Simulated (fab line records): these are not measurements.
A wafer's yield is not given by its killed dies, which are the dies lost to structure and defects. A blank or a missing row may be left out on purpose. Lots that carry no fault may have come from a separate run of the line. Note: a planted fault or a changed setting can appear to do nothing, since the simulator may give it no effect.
The same fault as seen by 2 desks -- flow ritCmos -- only its own numbers are on each desk; what lay behind them is given at the end

## AT THE METROLOGY DESK
What the gauges read, lot by lot, whatever tool the lot ran on: means of the sampled wafers that have a number. Marked OUT: a lot whose mean sits more than 4 standard deviations from the usual mean, which makes it out of limits; the brackets give that distance.
Columns: A = PSD_TW at RIT_PSD_TW_MEAS_10, usual 3401; B = PSD_RS at RIT_SDANNEAL_RS_MEAS_04, usual 115.98 ohm/sq
lot,first seen here,A,B
L816,day 3 03:29,3411,115.61
L818,day 3 10:47,3415,115.74
L819,day 3 17:25,3472,116.07
L820,day 3 20:59,3398,115.92
L821,day 4 02:46,3418,115.91
L823,day 4 15:44,3452,115.89
L825,day 5 01:27,3505,110.18 (-21) OUT
L826,day 5 06:23,3360,115.70
L828,day 5 14:43,3499,110.40 (-21) OUT
L830,day 6 02:57,3421,115.90
L833,day 6 14:49,3378,115.65
L834,day 6 21:45,3375,115.96
L838,day 7 18:00,3359,116.17
L839,day 8 02:10,3435,116.02
This desk reports L825, L828 out of limits; the earliest was L825 at day 5 01:57 (PSD_RS at RIT_SDANNEAL_RS_MEAS_04). In limits: L816, L818, L819, L820, L821, L823, L826, L830, L833, L834, L838, L839.

## TOOL OWNER'S DESK, implanter-03
For each lot that ran on this tool, the mean over its sampled wafers that have a number, from the tool's own readings at RIT_PSD_IMPLANT_08. Marked OUT: a lot whose mean sits more than 4 standard deviations from the usual mean, which makes it out of limits; the brackets give that distance.
Columns: A = beamOnS at RIT_PSD_IMPLANT_08, usual 14.0 s; B = doseIonsCm2 at RIT_PSD_IMPLANT_08, usual 5e+15
lot,first seen here,A,B
L819,day 3 17:05,12.6,5e+15
L820,day 3 20:39,12.5,5e+15
L823,day 4 15:26,12.5,5e+15
L825,day 5 01:09,20.1,8e+15 (+99 or more) OUT
L828,day 5 14:24,19.4,8e+15 (+99 or more) OUT
This desk finds L825, L828 out of limits, L825 being first, at day 5 01:09 (doseIonsCm2 at RIT_PSD_IMPLANT_08). In limits: L819, L820, L823.

## ALL TOGETHER
The tool owner's desk had the chance to raise an alarm at day 5 01:09 on L825, L828.
An alarm was possible from the metrology desk at day 5 01:57, on L825, L828.
All the named lots went through RIT_PSD_IMPLANT_08 on implanter-03.

## WHAT THE SIMULATOR HAD INSERTED
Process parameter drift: implanter-03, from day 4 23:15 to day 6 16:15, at RIT_PSD_IMPLANT_08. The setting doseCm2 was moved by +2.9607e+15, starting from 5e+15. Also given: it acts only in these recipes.
Lots struck among those shown: L825, L828.
Time in hours from fault onset to the first out-of-limits reading at each desk: tool owner's desk 2, metrology desk 3.
